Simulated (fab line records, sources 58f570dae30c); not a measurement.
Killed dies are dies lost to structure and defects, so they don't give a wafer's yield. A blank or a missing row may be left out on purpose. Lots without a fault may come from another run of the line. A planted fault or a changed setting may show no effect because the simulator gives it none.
fab line records | flow berkeley_cmos170
record lots=5 wafers=15 last_day=12
route steps=331 shown NVT@106 PVT@115 GATE@125 FIELD@126 PLDD@145
lots that met no fault: from a run of the same line without faults
start_h: hours from the record's first day to the start of the lot's first wafer shown | wait_h: hours since the lot's step before | " the same as in the row above | L1.1+2: a row that stands for several wafers | - no value, or no start given | * or withheld: withheld | < > ~ a bound
route shown NAME@n: a module of which the file shows steps, and the number in the route of the first | usual: mean/standard deviation of fault-free wafers | same: alike in all rows | chamber/n: place in a boat | sites: the reading at each site | _std_site: their standard deviation | _edge_site: outer sites' mean less inner sites' | radius_mm: how far each site lies from the wafer's centre | mask NAME#n: copy n | behind: the tool/chamber that last shaped the wafer | hold: why the lot was held/for how many hours/how that ended | device: the transistor (n, p or np) that didn't switch | end of line: the same wafers' tests at the end of the route | a step without rows: its recipe alone | killed: dies lost to structure and defects at the first sort, not the wafer's yield | map: a wafer's dies, x killed, . not, _ none there
set.NAME: the setting as run; set.NAME@STEP: as run at that earlier step | model.NAME: the simulator's own value behind a step, which no gauge read
lots at some steps of the route; a table a step, a row a wafer
services: from which hour (start_h, from the record's first day; less than 0 if before it) a tool's chamber was out of use, for how many hours, and why
## steps
# step UCB170_NVT_SOFTBAKE_02
# recipe resist=KrF temp_c=130 time_s=60
# columns lot.wafer tool chamber start_h wait_h
L080.2+5+6 litho_track-03 0 162.04 0.1
L083.1+4+6 litho_track-03 0 185.74 0.1
L092.1+2+5 litho_track-03 0 217.01 0.1
L091.1+4+6 litho_track-01 0 217.20 0.1
L095.3+4+6 litho_track-01 0 230.61 0.1
# step UCB170_NVT_EXPOSE_03
# recipe mask_id=PWELL target_cd_nm=3000 na=0.5 sigma_outer=0.6 source_shape=conventional dose_mj=30
# columns lot.wafer tool chamber start_h wait_h mask
L080.2+5+6 krf_scanner-02 0 162.55 0.5 PWELL#0
L083.1+4+6 krf_scanner-02 0 186.03 0.3 PWELL#0
L092.1+2+5 krf_scanner-02 0 217.29 0.2 PWELL#0
L091.1+4+6 krf_scanner-01 0 217.53 0.3 PWELL#0
L095.3+4+6 krf_scanner-02 0 230.74 0.1 PWELL#0
# step UCB170_NVT_PEB_04
# recipe peb_temp_c=130 peb_time_s=withheld resist=KrF
# columns lot.wafer tool chamber start_h wait_h
L080.2+5+6 litho_track-01 0 162.79 0.2
L083.1+4+6 litho_track-01 0 186.15 0.1
L092.1+2+5 litho_track-03 0 217.40 0.1
L091.1+4+6 litho_track-03 0 217.68 0.1
L095.3+4+6 litho_track-04 0 230.87 0.1
# step UCB170_NVT_DEVELOP_05
# recipe developer=TMAH develop_time_s=45 resist=KrF dev_temp_c=21
# columns lot.wafer tool chamber start_h wait_h
L080.2+5+6 litho_track-01 0 - -
L083.1+4+6 litho_track-01 0 - -
L092.1+2+5 litho_track-03 0 - -
L091.1+4+6 litho_track-03 0 - -
L095.3+4+6 litho_track-04 0 - -
# step UCB170_NVT_OVL_MEAS_06
# usual NVT_OVL=2/5.4
# columns lot.wafer tool chamber start_h wait_h NVT_OVL[nm]
L080.2 overlay-02 - 163.05 - -10
L080.5 " - " " -2
L080.6 " - " " 3
L083.1 overlay-01 - 186.42 - -1
L083.4 " - " " -1
L083.6 " - " " -3
L092.1 overlay-02 - 217.68 - -3
L092.2 " - " " 5
L092.5 " - " " 1
L091.1 overlay-01 - 217.95 - -1
L091.4 " - " " 7
L091.6 " - " " 4
L095.3 overlay-01 - 231.11 - 9
L095.4 " - " " 3
L095.6 " - " " 3
# step UCB170_NVT_IMPLANT_07
# recipe species=BF2 dose_cm2=2.935e+12 energy_kev=50 tilt_deg=7
# usual beam_energy_keV=49.999/0.015
# columns lot.wafer tool chamber start_h wait_h beam_energy_keV
L080.2 implanter-03 0 163.11 0.0 49.959
L080.5 " 0 " " 49.987
L080.6 " 0 " " 49.997
L083.1 implanter-01 0 186.46 0.0 49.985
L083.4 " 0 " " 49.987
L083.6 " 0 " " 49.981
L092.1 implanter-04 0 217.71 0.0 49.995
L092.2 " 0 " " 50.022
L092.5 " 0 " " 49.992
L091.1 implanter-03 0 217.99 0.0 50.029
L091.4 " 0 " " 49.992
L091.6 " 0 " " 50.008
L095.3 implanter-04 0 231.18 0.1 50.006
L095.4 " 0 " " 49.994
L095.6 " 0 " " 49.998
# step UCB170_NVT_STRIP_08
# recipe chemistry=O2 power_w=400 pressure_mtorr=3500 platen_temp_c=withheld o2_flow_sccm=400 overash_fraction=0.5
# usual drypump_motor_current_A=6.0/0.3 oes_product_au=0.734/0.0042 strip_time_to_endpoint_s=21.38/0.058
# columns lot.wafer tool chamber start_h wait_h drypump_motor_current_A oes_product_au rf_hours_counter_h strip_time_to_endpoint_s
L080.2 plasma_asher-01 0 163.23 0.1 5.9 0.729 5 21.30
L080.5 " 0 " " 5.9 0.733 - 21.36
L080.6 " 1 " " 6.0 0.740 - 21.39
L083.1 plasma_asher-01 1 186.61 0.1 6.0 0.734 7 21.29
L083.4 " 0 " " 5.9 0.734 - 21.29
L083.6 " 0 " " 5.9 0.735 - 21.32
L092.1 plasma_asher-04 1 217.86 0.1 5.7 0.731 43 21.36
L092.2 " 0 " " 6.3 0.727 43 21.33
L092.5 " 1 " " 5.7 0.729 - 21.44
L091.1 plasma_asher-01 1 218.14 0.1 6.0 0.739 11 21.33
L091.4 " 0 " " 5.9 0.738 - 21.37
L091.6 " 1 " " 6.0 0.731 - 21.41
L095.3 plasma_asher-01 0 231.32 0.1 5.9 0.741 - 21.36
L095.4 " 1 " " 6.0 0.738 - 21.43
L095.6 " 1 " " 6.1 0.739 - 21.38
# step UCB170_NVT_TW_MEAS_09
# usual NVT_TW=522/4.6
# columns lot.wafer tool chamber start_h wait_h NVT_TW
L080.2 film_metro-03 - 163.36 0.1 532
L080.5 " - " " 529
L080.6 " - " " 526
L083.1 film_metro-03 - 186.71 0.1 522
L083.4 " - " " 520
L083.6 " - " " 523
L092.1 film_metro-03 - 217.96 0.1 528
L092.2 " - " " 525
L092.5 " - " " 525
L091.1 film_metro-03 - 218.24 0.1 524
L091.4 " - " " 529
L091.6 " - " " 528
L095.3 film_metro-03 - 231.40 0.1 526
L095.4 " - " " 527
L095.6 " - " " 529
# step UCB170_NVT_CLEAN_10
# recipe chemistry=SPM temp_c=120 time_s=600
# columns lot.wafer tool chamber start_h wait_h
L080.2+5+6 wet_bench-03 3 163.41 0.0
L083.1+4+6 wet_bench-02 2 186.95 0.2
L091.1+4+6 wet_bench-03 2 220.99 2.7
L092.1+2+5 wet_bench-03 1 220.99 3.0
L095.3+4+6 wet_bench-04 2 231.44 0.0
# step UCB170_PVT_HMDS_00
# recipe prime_time_s=60 prime_temp_c=100
# columns lot.wafer tool chamber start_h wait_h
L080.2+5+6 litho_track-01 0 163.61 0.0
L083.1+4+6 litho_track-01 0 187.43 0.3
L092.1+2+5 litho_track-04 0 221.17 0.0
L091.1+4+6 litho_track-01 0 221.29 0.1
L095.3+4+6 litho_track-01 0 231.67 0.1
# step UCB170_PVT_COAT_01
# recipe resist=KrF spin_rpm=1500 resist_thk_nm=900
# columns lot.wafer tool chamber start_h wait_h
L080.2+5+6 litho_track-01 0 163.76 0.1
L083.1+4+6 litho_track-01 0 187.58 0.1
L092.1+2+5 litho_track-04 0 221.32 0.1
L091.1+4+6 litho_track-01 0 221.44 0.1
L095.3+4+6 litho_track-01 0 231.82 0.1
# step UCB170_PVT_SOFTBAKE_02
# recipe resist=KrF temp_c=130 time_s=60
# columns lot.wafer tool chamber start_h wait_h
L080.2+5+6 litho_track-01 0 163.91 0.1
L083.1+4+6 litho_track-01 0 187.73 0.1
L092.1+2+5 litho_track-04 0 221.47 0.1
L091.1+4+6 litho_track-01 0 221.59 0.1
L095.3+4+6 litho_track-01 0 231.97 0.1
# step UCB170_PVT_EXPOSE_03
# recipe mask_id=NWELL target_cd_nm=3000 na=0.5 sigma_outer=0.6 source_shape=conventional dose_mj=30
# columns lot.wafer tool chamber start_h wait_h mask
L080.2+5+6 krf_scanner-01 0 164.12 0.2 NWELL#0
L083.1+4+6 krf_scanner-01 0 188.13 0.4 NWELL#0
L092.1+2+5 krf_scanner-01 0 221.62 0.1 NWELL#0
L091.1+4+6 krf_scanner-01 0 221.74 0.1 NWELL#0
L095.3+4+6 krf_scanner-02 0 232.11 0.1 NWELL#0
# step UCB170_PVT_PEB_04
# recipe peb_temp_c=130 peb_time_s=withheld resist=KrF
# columns lot.wafer tool chamber start_h wait_h
L080.2+5+6 litho_track-02 0 164.33 0.2
L083.1+4+6 litho_track-01 0 188.24 0.1
L092.1+2+5 litho_track-04 0 221.73 0.1
L091.1+4+6 litho_track-02 0 222.04 0.3
L095.3+4+6 litho_track-02 0 232.47 0.3
# step UCB170_PVT_DEVELOP_05
# recipe developer=TMAH develop_time_s=45 resist=KrF dev_temp_c=21
# columns lot.wafer tool chamber start_h wait_h
L080.2+5+6 litho_track-02 0 - -
L083.1+4+6 litho_track-01 0 - -
L092.1+2+5 litho_track-04 0 - -
L091.1+4+6 litho_track-02 0 - -
L095.3+4+6 litho_track-02 0 - -
# step UCB170_PVT_OVL_MEAS_06
# usual PVT_OVL=0/5.9
# columns lot.wafer tool chamber start_h wait_h PVT_OVL[nm]
L080.2 overlay-02 - 164.59 - 4
L080.5 " - " " 6
L080.6 " - " " 1
L083.1 overlay-02 - 188.52 - 1
L083.4 " - " " -5
L083.6 " - " " 1
L092.1 overlay-01 - 222.01 - 2
L092.2 " - " " 11
L092.5 " - " " 11
L091.1 overlay-02 - 222.31 - 7
L091.4 " - " " -1
L091.6 " - " " -2
L095.3 overlay-01 - 232.71 - 1
L095.4 " - " " -3
L095.6 " - " " -4
# step UCB170_PVT_IMPLANT_07
# recipe species=P dose_cm2=2e+12 energy_kev=30 tilt_deg=7
# usual beam_energy_keV=30.001/0.0087
# columns lot.wafer tool chamber start_h wait_h beam_energy_keV
L080.2 implanter-01 0 164.64 0.0 30.002
L080.5 " 0 " " 29.999
L080.6 " 0 " " 30.003
L083.1 implanter-03 0 188.55 0.0 30.009
L083.4 " 0 " " 29.992
L083.6 " 0 " " 29.985
L092.1 implanter-02 0 222.04 0.0 30.010
L092.2 " 0 " " 29.998
L092.5 " 0 " " 30.001
L091.1 implanter-01 0 222.35 0.0 29.997
L091.4 " 0 " " 29.997
L091.6 " 0 " " 30.008
L095.3 implanter-02 0 232.78 0.1 29.992
L095.4 " 0 " " 30.006
L095.6 " 0 " " 30.009
# step UCB170_PVT_STRIP_08
# recipe chemistry=O2 power_w=400 pressure_mtorr=3500 platen_temp_c=withheld o2_flow_sccm=400 overash_fraction=0.5
# usual drypump_motor_current_A=5.7/0.47 oes_product_au=0.734/0.0045 strip_time_to_endpoint_s=21.67/0.081
# columns lot.wafer tool chamber start_h wait_h drypump_motor_current_A oes_product_au rf_hours_counter_h strip_time_to_endpoint_s
L080.2 plasma_asher-01 1 164.77 0.1 6.0 0.733 5 21.67
L080.5 " 0 " " 5.9 0.729 - 21.70
L080.6 " 1 " " 6.0 0.734 - 21.59
L083.1 plasma_asher-03 1 188.70 0.1 5.2 0.744 41 21.74
L083.4 " 0 " " 4.8 0.737 - 21.77
L083.6 " 0 " " 4.8 0.733 - 21.69
L092.1 plasma_asher-04 1 222.19 0.1 5.7 0.734 44 21.68
L092.2 " 0 " " 6.3 0.729 44 21.59
L092.5 " 1 " " 5.7 0.735 - 21.57
L091.1 plasma_asher-01 0 222.50 0.1 5.8 0.728 11 21.81
L091.4 " 1 " " 6.0 0.734 - 21.76
L091.6 " 1 " " 6.0 0.738 - 21.78
L095.3 plasma_asher-01 0 232.91 0.1 5.9 0.735 - 21.73
L095.4 " 1 " " 6.0 0.737 - 21.68
L095.6 " 1 " " 6.0 0.730 - 21.67
# step UCB170_PVT_TW_MEAS_09
# usual PVT_TW=510.1/2.8
# columns lot.wafer tool chamber start_h wait_h PVT_TW
L080.2 film_metro-02 - 164.88 0.1 508.6
L080.5 " - " " 506.6
L080.6 " - " " 506.6
L083.1 film_metro-01 - 188.80 0.1 512.9
L083.4 " - " " 507.7
L083.6 " - " " 511.7
L092.1 film_metro-03 - 222.29 0.1 515.5
L092.2 " - " " 511.9
L092.5 " - " " 515.2
L091.1 film_metro-02 - 222.60 0.1 508.7
L091.4 " - " " 506.8
L091.6 " - " " 505.4
L095.3 film_metro-01 - 233.00 0.1 511.2
L095.4 " - " " 511.9
L095.6 " - " " 505.6
# step UCB170_GATE_WET_ETCH_00
# recipe chemistry=dHF dilution=25:1 target=SiO2 temp_c=25 time_s=200
# columns lot.wafer tool chamber start_h wait_h
L080.2+5+6 wet_bench-01 0 165.04 0.1
L083.1+4+6 wet_bench-01 0 188.86 0.1
L092.1+2+5 wet_bench-01 2 222.35 0.1
L091.1+4+6 wet_bench-02 0 222.66 0.1
L095.3+4+6 wet_bench-02 0 233.04 0.0
# step UCB170_FIELD_THK_MEAS_91
# recipe reads=SiO2_of_FIELD_OXIDATION_01
# usual FIELD_OXIDE_LEFT_2_THK=352/13
# columns lot.wafer tool chamber start_h wait_h FIELD_OXIDE_LEFT_2_THK[nm]
L080.2 film_metro-01 - 165.13 0.0 343
L080.5 " - " " 354
L080.6 " - " " 354
L083.1 film_metro-03 - 188.93 0.0 358
L083.4 " - " " 352
L083.6 " - " " 347
L092.1 film_metro-01 - 222.42 0.0 346
L092.2 " - " " 345
L092.5 " - " " 347
L091.1 film_metro-03 - 222.72 0.0 331
L091.4 " - " " 323
L091.6 " - " " 329
L095.3 film_metro-02 - 233.12 0.0 347
L095.4 " - " " 352
L095.6 " - " " 355
# step UCB170_GATE_OXIDATION_01
# recipe temp_c=850 ambient=O2 target_thk_a=66 ox_time_s=1800
# columns lot.wafer tool chamber start_h wait_h
L080.2+5+6 furnace-01 0 169.98 4.8
L083.1+4+6 furnace-02 0 193.86 4.9
L091.1+4+6 furnace-01 0 226.99 4.3
L092.1+2+5 furnace-01 0 226.99 4.6
L095.3+4+6 furnace-04 0 237.06 3.9
# step UCB170_GATE_THK_MEAS_02
# recipe reads=SiO2_of_GATE_OXIDATION_01
# usual GATE_OXIDE_THK=6.52/0.16
# columns lot.wafer tool chamber start_h wait_h GATE_OXIDE_THK[nm]
L080.2 film_metro-01 - 171.49 0.0 6.63
L080.5 " - " " 6.73
L080.6 " - " " 6.66
L083.1 film_metro-01 - 195.36 0.0 6.40
L083.4 " - " " 6.27
L083.6 " - " " 6.38
L091.1 film_metro-04 - 228.49 0.0 6.70
L091.4 " - " " 6.64
L091.6 " - " " 6.68
L092.1 film_metro-01 - 228.49 0.0 6.59
L092.2 " - " " 6.61
L092.5 " - " " 6.58
L095.3 film_metro-03 - 238.58 0.0 6.53
L095.4 " - " " 6.74
L095.6 " - " " 6.55
# step UCB170_GATE_ANNEAL_03
# recipe temp_c=900 time_s=1800 ambient=N2
# columns lot.wafer tool chamber start_h wait_h
L080.2+5+6 furnace-02 0 175.07 3.6
L083.1+4+6 furnace-04 0 200.90 5.5
L091.1+4+6 furnace-02 0 233.76 5.3
L092.1+2+5 furnace-02 0 233.76 5.3
L095.3+4+6 furnace-02 0 241.77 3.2
# step UCB170_GATE_CVD_04
# recipe material=poly-Si temp_c=610 precursor=SiH4 time_s=1440 pressure_mtorr=375 target_thk_nm=214 sih4_flow_sccm=120
# columns lot.wafer tool chamber start_h wait_h
L080.2+5+6 lpcvd-01 0 178.57 2.0
L083.1+4+6 lpcvd-01 1 202.81 0.4
L091.1+4+6 lpcvd-02 1 236.93 1.7
L092.1+2+5 lpcvd-02 0 236.93 1.7
L095.3+4+6 lpcvd-02 1 243.27 0.0
# step UCB170_GATE_THK_MEAS_05
# recipe reads=poly-Si_of_GATE_CVD_04
# usual GATE_POLY_THK=214.4/1.9
# columns lot.wafer tool chamber start_h wait_h GATE_POLY_THK[nm]
L080.2 film_metro-01 - 179.98 0.0 215.2
L080.5 " - " " 216.2
L080.6 " - " " 216.7
L083.1 film_metro-03 - 204.21 0.0 215.4
L083.4 " - " " 216.9
L083.6 " - " " 216.1
L092.1 film_metro-03 - 238.33 0.0 216.7
L092.2 " - " " 216.1
L092.5 " - " " 215.6
L091.1 film_metro-01 - 238.39 0.1 213.0
L091.4 " - " " 213.2
L091.6 " - " " 214.0
L095.3 film_metro-04 - 244.75 0.1 214.7
L095.4 " - " " 215.8
L095.6 " - " " 212.1
# step UCB170_GATE_COAT_06
# recipe resist=BARC temp_c=withheld time_s=withheld spin_rpm=3000 resist_thk_nm=withheld
# columns lot.wafer tool chamber start_h wait_h
L080.2+5+6 litho_track-01 0 180.35 0.4
L083.1+4+6 litho_track-01 0 204.42 0.2
L092.1+2+5 litho_track-01 0 238.84 0.5
L091.1+4+6 litho_track-03 0 238.94 0.5
L095.3+4+6 litho_track-02 0 245.49 0.7
# step UCB170_GATE_COAT_07
# recipe resist=KrF spin_rpm=1500 resist_thk_nm=900
# columns lot.wafer tool chamber start_h wait_h
L080.2+5+6 litho_track-01 0 - -
L083.1+4+6 litho_track-01 0 - -
L092.1+2+5 litho_track-01 0 - -
L091.1+4+6 litho_track-03 0 - -
L095.3+4+6 litho_track-02 0 - -
# step UCB170_GATE_SOFTBAKE_08
# recipe resist=KrF temp_c=130 time_s=60
# columns lot.wafer tool chamber start_h wait_h
L080.2+5+6 litho_track-01 0 - -
L083.1+4+6 litho_track-01 0 - -
L092.1+2+5 litho_track-01 0 - -
L091.1+4+6 litho_track-03 0 - -
L095.3+4+6 litho_track-02 0 - -
# step UCB170_GATE_EXPOSE_09
# recipe mask_id=POLY target_cd_nm=350 na=0.5 sigma_outer=0.6 source_shape=conventional dose_mj=21
# columns lot.wafer tool chamber start_h wait_h mask
L080.2+5+6 krf_scanner-01 0 180.92 - POLY#0
L083.1+4+6 krf_scanner-01 0 205.03 - POLY#0
L092.1+2+5 krf_scanner-01 0 239.29 - POLY#0
L091.1+4+6 krf_scanner-02 0 239.53 - POLY#0
L095.3+4+6 krf_scanner-01 0 245.93 - POLY#0
# step UCB170_GATE_PEB_10
# recipe peb_temp_c=130 peb_time_s=withheld resist=KrF
# columns lot.wafer tool chamber start_h wait_h
L080.2+5+6 litho_track-01 0 181.07 0.1
L083.1+4+6 litho_track-01 0 205.14 0.1
L092.1+2+5 litho_track-01 0 239.84 0.5
L091.1+4+6 litho_track-02 0 239.91 0.4
L095.3+4+6 litho_track-01 0 246.59 0.6
# step UCB170_GATE_DEVELOP_11
# recipe developer=TMAH develop_time_s=45 resist=KrF dev_temp_c=21
# columns lot.wafer tool chamber start_h wait_h
L080.2+5+6 litho_track-01 0 - -
L083.1+4+6 litho_track-01 0 - -
L092.1+2+5 litho_track-01 0 - -
L091.1+4+6 litho_track-02 0 - -
L095.3+4+6 litho_track-01 0 - -
# step UCB170_GATE_CD_MEAS_12
# recipe target_cd_nm=350
# usual cd_nm=350.0/1.5
# columns lot.wafer tool chamber start_h wait_h cd_nm
L080.2 cd_sem-01 - 181.34 - 350.4
L080.5 " - " " 350.2
L080.6 " - " " 350.0
L083.1 cd_sem-02 - 205.42 - 350.8
L083.4 " - " " 350.0
L083.6 " - " " 349.5
L092.1 cd_sem-02 - 240.11 - 350.9
L092.2 " - " " 350.4
L092.5 " - " " 349.9
L091.1 cd_sem-02 - 240.23 - 350.3
L091.4 " - " " 348.9
L091.6 " - " " 348.1
L095.3 cd_sem-01 - 246.86 - 347.9
L095.4 " - " " 348.8
L095.6 " - " " 348.1
# step UCB170_GATE_OVL_MEAS_13
# usual GATE_OVL=4/5.9
# columns lot.wafer tool chamber start_h wait_h GATE_OVL[nm]
L080.2 overlay-02 - 181.45 0.1 17
L080.5 " - " " 9
L080.6 " - " " 16
L083.1 overlay-01 - 205.54 0.1 9
L083.4 " - " " 9
L083.6 " - " " 13
L092.1 overlay-02 - 240.23 0.1 0
L092.2 " - " " 14
L092.5 " - " " 1
L091.1 overlay-02 - 240.35 0.1 -1
L091.4 " - " " -3
L091.6 " - " " 2
L095.3 overlay-01 - 246.95 0.1 -3
L095.4 " - " " -6
L095.6 " - " " -11
# step UCB170_GATE_ETCH_14
# recipe chemistry=N2/H2 target_depth_a=withheld overetch_a=withheld target=BARC time_s=withheld source_w=500 bias_w=100 pressure_mtorr=30 n2_flow_sccm=100 h2_flow_sccm=200
# usual drypump_motor_current_A=5.9/0.37 oes_product_au=1.010/0.017 rf_fwd_power_W=495.0/2.2 throttle_valve_pct=13.31/0.14
# columns lot.wafer tool chamber start_h wait_h drypump_motor_current_A oes_product_au rf_fwd_power_W throttle_valve_pct
L080.2 rie_diel-04 3 181.48 0.0 6.0 1.022 493.1 13.32
L080.5 " 1 " " 5.7 1.047 496.3 13.40
L080.6 " 2 " " 4.9 1.006 494.9 13.44
L083.1 rie_diel-03 1 205.57 0.0 5.6 1.007 494.2 13.24
L083.4 " 0 " " 6.0 0.994 497.5 13.41
L083.6 " 3 " " 6.3 1.003 495.0 13.22
L092.1 rie_diel-03 0 240.27 0.0 6.1 1.004 497.6 13.43
L092.2 " 1 " " 5.5 1.003 494.3 13.25
L092.5 " 1 " " 5.5 1.006 496.0 13.24
L091.1 rie_diel-02 1 240.39 0.0 5.8 0.991 497.3 13.00
L091.4 " 3 " " 6.0 1.041 495.8 13.36
L091.6 " 1 " " 5.8 0.995 497.1 13.00
L095.3 rie_diel-03 1 246.98 0.0 5.5 0.997 493.8 13.27
L095.4 " 3 " " 6.3 1.008 497.6 13.23
L095.6 " 0 " " 6.0 0.991 494.8 13.40
# step UCB170_GATE_ETCH_15
# recipe chemistry=HBr/Cl2 target=poly-Si stop_on=SiO2 over_etch_frac=0.3 icp_w=300 bias_w=150 time_s=56.3 pressure_mtorr=15 HBr_flow_sccm=150 Cl2_flow_sccm=50 target_depth_a=2782
# usual drypump_motor_current_A=5.87/0.25 oes_product_au=0.839/0.012 rf_fwd_power_W=297.7/1.1 throttle_valve_pct=26.50/0.19
# same over_etch_frac=0.3
# columns lot.wafer tool chamber start_h wait_h drypump_motor_current_A oes_product_au rf_fwd_power_W rf_hours_counter_h throttle_valve_pct
L080.2 rie_si-01 3 181.52 - 6.05 0.835 298.2 1 26.44
L080.5 " 2 " " 6.11 0.860 297.2 - 26.68
L080.6 " 3 " " 6.03 0.843 297.3 - 26.45
L083.1 rie_si-02 3 205.62 - 5.78 0.852 297.0 0 26.12
L083.4 " 0 " " 6.02 0.832 298.5 2 26.26
L083.6 " 1 " " 5.59 0.842 296.9 - 26.65
L092.1 rie_si-01 0 240.31 - 5.83 0.854 298.3 80 26.71
L092.2 " 3 " " 6.00 0.833 298.5 1 26.45
L092.5 " 0 " " 5.82 0.862 298.4 - 26.70
L091.1 rie_si-02 2 240.43 - 6.18 0.818 297.6 97 26.54
L091.4 " 3 " " 5.78 0.843 298.8 1 26.11
L091.6 " 2 " " 6.19 0.825 297.9 - 26.53
L095.3 rie_si-02 2 247.02 - 6.11 0.820 298.7 97 26.54
L095.4 " 3 " " 5.78 0.846 298.6 1 26.11
L095.6 " 2 " " 6.15 0.815 297.5 - 26.54
# step UCB170_GATE_STRIP_16
# recipe chemistry=O2 power_w=400 pressure_mtorr=3500 platen_temp_c=withheld o2_flow_sccm=400 overash_fraction=0.5
# usual drypump_motor_current_A=5.7/0.58 oes_product_au=0.724/0.0039
# columns lot.wafer tool chamber start_h wait_h drypump_motor_current_A oes_product_au rf_hours_counter_h
L080.2 plasma_asher-02 1 181.57 0.0 6.5 0.721 45
L080.5 " 0 " " 5.7 0.720 -
L080.6 " 1 " " 6.5 0.726 -
L083.1 plasma_asher-02 1 205.66 0.0 6.5 0.725 47
L083.4 " 0 " " 5.6 0.715 -
L083.6 " 1 " " 6.5 0.727 -
L092.1 plasma_asher-03 0 240.36 0.0 4.8 0.726 46
L092.2 " 1 " " 5.1 0.723 46
L092.5 " 1 " " 5.1 0.724 -
L091.1 plasma_asher-04 1 240.48 0.0 5.7 0.726 46
L091.4 " 0 " " 6.3 0.721 -
L091.6 " 0 " " 6.3 0.727 -
L095.3 plasma_asher-03 1 247.10 0.1 5.2 0.727 -
L095.4 " 0 " " 4.8 0.718 -
L095.6 " 0 " " 4.8 0.726 -
# step UCB170_GATE_CD_MEAS_90
# recipe target_cd_nm=350
# usual cd_nm=350.0/1.6
# columns lot.wafer tool chamber start_h wait_h cd_nm
L080.2 cd_sem-01 - 181.72 0.1 350.2
L080.5 " - " " 349.8
L080.6 " - " " 350.0
L083.1 cd_sem-02 - 205.76 0.1 351.6
L083.4 " - " " 350.1
L083.6 " - " " 349.3
L092.1 cd_sem-02 - 240.49 0.1 351.6
L092.2 " - " " 351.2
L092.5 " - " " 350.7
L091.1 cd_sem-01 - 240.58 0.1 350.1
L091.4 " - " " 349.4
L091.6 " - " " 348.4
L095.3 cd_sem-01 - 247.21 0.1 347.8
L095.4 " - " " 348.9
L095.6 " - " " 347.1
# step UCB170_GATE_CLEAN_17
# recipe chemistry=SPM temp_c=120 time_s=600
# columns lot.wafer tool chamber start_h wait_h
L080.2+5+6 wet_bench-01 1 181.91 0.2
L083.1+4+6 wet_bench-01 1 209.00 3.2
L091.1+4+6 wet_bench-01 2 240.79 0.2
L092.1+2+5 wet_bench-01 0 240.79 0.3
L095.3+4+6 wet_bench-01 1 247.29 0.1
# step UCB170_PLDD_HMDS_00
# recipe prime_time_s=60 prime_temp_c=100
# columns lot.wafer tool chamber start_h wait_h
L080.2+5+6 litho_track-04 0 182.11 0.0
L083.1+4+6 litho_track-04 0 209.81 0.6
L091.1+4+6 litho_track-04 0 241.08 0.1
L092.1+2+5 litho_track-03 0 241.25 0.3
L095.3+4+6 litho_track-03 0 247.99 0.5
# step UCB170_PLDD_COAT_01
# recipe resist=KrF spin_rpm=1500 resist_thk_nm=907
# columns lot.wafer tool chamber start_h wait_h
L080.2+5+6 litho_track-04 0 182.26 0.1
L083.1+4+6 litho_track-04 0 209.96 0.1
L091.1+4+6 litho_track-04 0 241.23 0.1
L092.1+2+5 litho_track-03 0 241.40 0.1
L095.3+4+6 litho_track-03 0 248.14 0.1
# step UCB170_PLDD_SOFTBAKE_02
# recipe resist=KrF temp_c=130 time_s=60
# columns lot.wafer tool chamber start_h wait_h
L080.2+5+6 litho_track-04 0 182.41 0.1
L083.1+4+6 litho_track-04 0 210.11 0.1
L091.1+4+6 litho_track-04 0 241.38 0.1
L092.1+2+5 litho_track-03 0 241.55 0.1
L095.3+4+6 litho_track-03 0 248.29 0.1
# step UCB170_PLDD_EXPOSE_03
# recipe mask_id=PSELECT na=0.5 sigma_outer=0.6 source_shape=conventional target_cd_nm=1200 dose_mj=30
# columns lot.wafer tool chamber start_h wait_h mask
L080.2+5+6 krf_scanner-01 0 182.68 0.2 PSELECT#0
L083.1+4+6 krf_scanner-01 0 210.42 0.3 PSELECT#0
L091.1+4+6 krf_scanner-01 0 241.53 0.1 PSELECT#0
L092.1+2+5 krf_scanner-01 0 241.70 0.1 PSELECT#0
L095.3+4+6 krf_scanner-01 0 248.55 0.2 PSELECT#0
# step UCB170_PLDD_PEB_04
# recipe peb_temp_c=130 peb_time_s=withheld resist=KrF
# columns lot.wafer tool chamber start_h wait_h
L080.2+5+6 litho_track-03 0 182.81 0.1
L083.1+4+6 litho_track-02 0 210.58 0.1
L091.1+4+6 litho_track-04 0 241.98 0.4
L092.1+2+5 litho_track-03 0 242.15 0.4
L095.3+4+6 litho_track-03 0 248.89 0.3
# step UCB170_PLDD_DEVELOP_05
# recipe developer=TMAH develop_time_s=45 resist=KrF dev_temp_c=21
# columns lot.wafer tool chamber start_h wait_h
L080.2+5+6 litho_track-03 0 - -
L083.1+4+6 litho_track-02 0 - -
L091.1+4+6 litho_track-04 0 - -
L092.1+2+5 litho_track-03 0 - -
L095.3+4+6 litho_track-03 0 - -
# step UCB170_PLDD_CD_MEAS_06
# recipe target_cd_nm=1200
# usual cd_nm=1199.9/1.5
# columns lot.wafer tool chamber start_h wait_h cd_nm
L080.2 cd_sem-02 - 183.08 - 1201.1
L080.5 " - " " 1199.7
L080.6 " - " " 1200.3
L083.1 cd_sem-01 - 211.13 - 1198.8
L083.4 " - " " 1198.2
L083.6 " - " " 1197.6
L091.1 cd_sem-02 - 242.26 - 1198.9
L091.4 " - " " 1198.6
L091.6 " - " " 1199.2
L092.1 cd_sem-01 - 242.42 - 1202.2
L092.2 " - " " 1201.7
L092.5 " - " " 1201.0
L095.3 cd_sem-02 - 249.15 - 1198.2
L095.4 " - " " 1200.0
L095.6 " - " " 1198.5
# step UCB170_PLDD_OVL_MEAS_07
# usual PLDD_OVL=1/5.1
# columns lot.wafer tool chamber start_h wait_h PLDD_OVL[nm]
L080.2 overlay-01 - 183.18 0.1 2
L080.5 " - " " 5
L080.6 " - " " 5
L083.1 overlay-02 - 211.25 0.1 2
L083.4 " - " " -1
L083.6 " - " " 3
L091.1 overlay-02 - 242.38 0.1 4
L091.4 " - " " -1
L091.6 " - " " -1
L092.1 overlay-01 - 242.54 0.1 7
L092.2 " - " " 2
L092.5 " - " " -1
L095.3 overlay-01 - 249.25 0.1 0
L095.4 " - " " 0
L095.6 " - " " -4
## services
# columns tool chamber start_h hours kind
rie_si-02 - 141.05 0.4 repair
rie_diel-03 2 142.76 7.3 repair
implanter-03 - 145.18 1.7 repair
lpcvd-01 - 148.51 2.1 repair
rie_si-01 0 149.71 1.6 repair
rie_diel-03 - 149.78 4.3 pm
furnace-04 - 157.66 2.8 pm
krf_scanner-01 - 157.87 1.3 pm
implanter-01 - 158.76 1.0 repair
krf_scanner-02 - 159.43 0.2 repair
furnace-02 - 164.97 3.5 pm
krf_scanner-02 - 173.20 0.5 repair
plasma_asher-03 - 174.90 2.8 pm
wet_bench-02 - 177.92 8.2 repair
plasma_asher-04 - 184.38 2.9 repair
plasma_asher-01 - 207.41 2.8 pm
implanter-03 - 208.27 3.2 repair
krf_scanner-02 - 212.42 1.0 pm
implanter-03 - 219.94 3.4 repair
krf_scanner-01 - 225.76 0.8 pm
krf_scanner-01 - 229.44 1.0 pm
implanter-01 - 236.75 3.2 pm
furnace-01 - 240.93 2.6 pm
krf_scanner-02 - 243.79 1.7 repair
## key
fault none
